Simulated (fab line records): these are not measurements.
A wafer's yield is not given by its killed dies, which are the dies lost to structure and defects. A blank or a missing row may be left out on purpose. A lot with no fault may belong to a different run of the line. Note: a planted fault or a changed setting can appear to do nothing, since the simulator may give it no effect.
Comparing a struck lot with a sound one | flow rit_cmos | 39 out of 202 route steps
Sound: the wafers L347.1, L347.3, L347.6. The struck wafers were L353.2, L353.4, L353.5. Last of all comes the cause.
Each step with rows lists, per side, the tool, then ch with its chambers, then its first start. Under that, the readings that differ: sound wafers | struck wafers | difference of the means | sigmas: that difference in standard deviations of wafers without a fault.
alike: readings with means less than 2 such deviations apart, plus words and numbers identical on both sides. not compared: withheld readings, readings lacking a value on some wafer, bounds such as >300 that could conceal the same value, and numbers that have no deviation in the record and whose values overlap.
The two part at a step that has a row with sigmas, a row that says differs or no value, or rows on one side only. Non-overlapping numbers with no deviation appear without sigmas and do not part them. A reading missing from all wafers of one side parts the sides only when that side holds two or more wafers.

first, 3 steps without rows for these wafers: RIT_GATE_EXPOSE_13 (exposes mask M6, target cd 150 nm); RIT_GATE_PEB_14; RIT_GATE_DEVELOP_15 (develop time 50 s).
RIT_GATE_CD_MEAS_16 targets a cd of 150 nm.
  sound on cd_sem-02, day 3 02:41; struck on cd_sem-01, day 4 11:12
  alike: cd_nm
RIT_GATE_OVL_MEAS_17:
  sound on overlay-01, day 3 02:49; struck on overlay-01, day 4 11:19
  alike: GATE_OVL
then, 1 step without rows for these wafers: RIT_GATE_HARDBAKE_18 (time 60 s).
RIT_GATE_ETCH_19: etches poly-Si in SF6/CHF3/O2, stops on SiO2, time 172.7 s, target depth 312.5 nm.
  sound on rie_si-02 ch 1,2,3, day 3 03:01; struck on rie_si-02 ch 0,1,3, day 4 11:29
  alike: drypump_motor_current_A, oes_product_au, throttle_valve_pct
  not compared: rf_hours_counter_h
RIT_GATE_STRIP_20: strips in O2, time 180 s.
  sound on plasma_asher-04 ch 0,1, day 3 03:07; struck on plasma_asher-01 ch 0,1, day 4 11:36
  reading             | sound       | struck      | difference | sigmas
  rf_refl_power_W (W) | 5.4 7.3 5.5 | 9.7 9.7 8.0 | +3.1       | +2
  alike: drypump_motor_current_A
  not compared: rf_hours_counter_h
RIT_GATE_CD_MEAS_90 targets a cd of 150 nm.
  sound on cd_sem-02, day 3 03:17; struck on cd_sem-01, day 4 11:47
  alike: cd_nm
then, 3 steps without rows for these wafers: RIT_REOX_CLEAN_00 (cleans in SC1, time 600 s); RIT_REOX_CLEAN_01 (cleans in dHF, time 30 s); RIT_REOX_CLEAN_02 (cleans in SC2, time 600 s).
RIT_REOX_OXIDATION_03: target thk 25.2 nm, ox time 5580 s.
  sound on furnace-04 ch 0, day 3 05:01; struck on furnace-04 ch 0, day 4 12:16
  reading                                     | sound                | struck               | difference | sigmas
  spike_tc_centre_C (C)                       | 902.7 901.1 901.6    | 911.3 907.1 907.7    | +6.9       | +4
  spike_tc_load_C (C)                         | 927.4 927.6 928.1    | 936.6 936.3 934.3    | +8.0       | +4
  spike_tc_source_C (C)                       | 925.1 924.5 925.5    | 933.8 933.1 934.0    | +8.6       | +8
  tube_center_temp_C (C)                      | 900.08 899.85 899.97 | 907.97 907.98 908.03 | +8.03      | +99 or more
  tube_center_temp_C_max                      | 902.2 902.2 902.1    | 910.5 910.1 909.9    | +8.0       | +23
  model.SiO2_of_REOX_OXIDATION_03.thk_nm (nm) | 24.94 24.71 24.68    | 27.22 26.98 27.21    | +2.36      |
RIT_REOX_THK_MEAS_04:
  sound on film_metro-02, day 3 07:34; struck on film_metro-04, day 4 14:49
  reading             | sound          | struck         | difference | sigmas
  REOX_OXIDE_THK (nm) | 24.9 24.7 24.7 | 27.2 27.0 27.3 | +2.4       | +6
then, 6 steps without rows for these wafers: RIT_NLDD_HMDS_00 (prime time 60 s); RIT_NLDD_COAT_01 (resist thk 1000 nm); RIT_NLDD_SOFTBAKE_02 (time 60 s); RIT_NLDD_EXPOSE_03 (exposes mask M7, target cd 40700 nm); RIT_NLDD_PEB_04; RIT_NLDD_DEVELOP_05 (develop time 52.44 s).
RIT_NLDD_OVL_MEAS_06:
  sound on overlay-02, day 3 08:36; struck on overlay-02, day 4 15:51
  alike: NLDD_OVL
then, 2 steps without rows for these wafers: RIT_NLDD_HARDBAKE_07 (time 60 s); RIT_NLDD_IMPLANT_08.
RIT_NLDD_STRIP_09: strips in O2, time 180 s.
  sound on plasma_asher-01 ch 0,1, day 3 08:56; struck on plasma_asher-01 ch 0,1, day 4 16:11
  alike: drypump_motor_current_A, rf_refl_power_W
  not compared: rf_hours_counter_h
RIT_NLDD_TW_MEAS_10:
  sound on film_metro-02, day 3 09:07; struck on film_metro-02, day 4 16:22
  alike: NLDD_TW
then, 6 steps without rows for these wafers: RIT_PLDD_HMDS_00 (prime time 60 s); RIT_PLDD_COAT_01 (resist thk 1000 nm); RIT_PLDD_SOFTBAKE_02 (time 60 s); RIT_PLDD_EXPOSE_03 (exposes mask M8, target cd 40900 nm); RIT_PLDD_PEB_04; RIT_PLDD_DEVELOP_05 (develop time 50 s).
RIT_PLDD_OVL_MEAS_06:
  sound on overlay-01, day 3 10:09; struck on overlay-02, day 4 17:16
  alike: PLDD_OVL
then, 2 steps without rows for these wafers: RIT_PLDD_HARDBAKE_07 (time 60 s); RIT_PLDD_IMPLANT_08.
RIT_PLDD_STRIP_09: strips in O2, time 180 s.
  sound on plasma_asher-04 ch 1, day 3 10:29; struck on plasma_asher-03 ch 0,1, day 4 17:36
  reading                     | sound       | struck      | difference | sigmas
  drypump_motor_current_A (A) | 6.9 6.9 6.9 | 5.2 5.1 5.1 | -1.8       | -3
  alike: rf_refl_power_W
  not compared: rf_hours_counter_h
RIT_PLDD_TW_MEAS_10:
  sound on film_metro-03, day 3 10:40; struck on film_metro-03, day 4 17:47
  alike: PLDD_TW
RIT_SPACER_CLEAN_00: cleans in SC1, time 600 s.
  sound on wet_bench-01 ch 0, day 3 10:43; struck on wet_bench-03 ch 1, day 4 17:50
  reading                                     | sound            | struck           | difference | sigmas
  model.SiO2_of_REOX_OXIDATION_03.thk_nm (nm) | 23.01 22.8 22.77 | 25.1 24.87 25.08 | +2.2       |
then, 1 step without rows for these wafers: RIT_SPACER_CLEAN_01 (cleans in dHF, time 30 s).
RIT_M1_PROBE_99:
  sound on prober-02, day 4 00:14; struck on prober-02, day 5 07:16
  reading                             | sound             | struck            | difference | sigmas
  model.etest.pmos_turned.r_on_ohm_um | 3198 3189 3161    | 3875 3871 3753    | +650       |
  model.etest.pmos_0p3.r_on_ohm_um    | 5966 5980 6043    | 6582 6600 6577    | +590       |
  model.etest.pmos_0p15.r_on_ohm_um   | 2595 2572 2594    | 2985 3027 2931    | +394       |
  model.etest.pldd.rs_ohm_sq          | 454.8 454.8 456   | 594.5 580.4 588.9 | +132.7     |
  model.etest.nmos_0p3.r_on_ohm_um    | 2088 2080 2083    | 2224 2222 2211    | +135       |
  model.etest.nmos_0p15.r_on_ohm_um   | 1076 1064 1070    | 1189 1198 1166    | +114       |
  model.etest.nmos_turned.drive_ua_um | 343.6 342.5 345   | 283.8 286 286.8   | -58.2      |
  model.etest.nldd.rs_ohm_sq          | 363.7 358.5 360.6 | 410.8 406.3 412.3 | +48.9      |
  alike: killed_at_M0_to_M3, killed_at_contacts, killed_at_front_end, killed_dies, killed_on_rim, killed_open, killed_short

== WHERE THEY PART ==
Earliest at RIT_GATE_STRIP_20; latest, in this record, at RIT_PLDD_STRIP_09. Later steps at which nothing parts them and some readings are alike: RIT_PLDD_TW_MEAS_10, RIT_M1_PROBE_99.

WHY: whatever the simulator had introduced
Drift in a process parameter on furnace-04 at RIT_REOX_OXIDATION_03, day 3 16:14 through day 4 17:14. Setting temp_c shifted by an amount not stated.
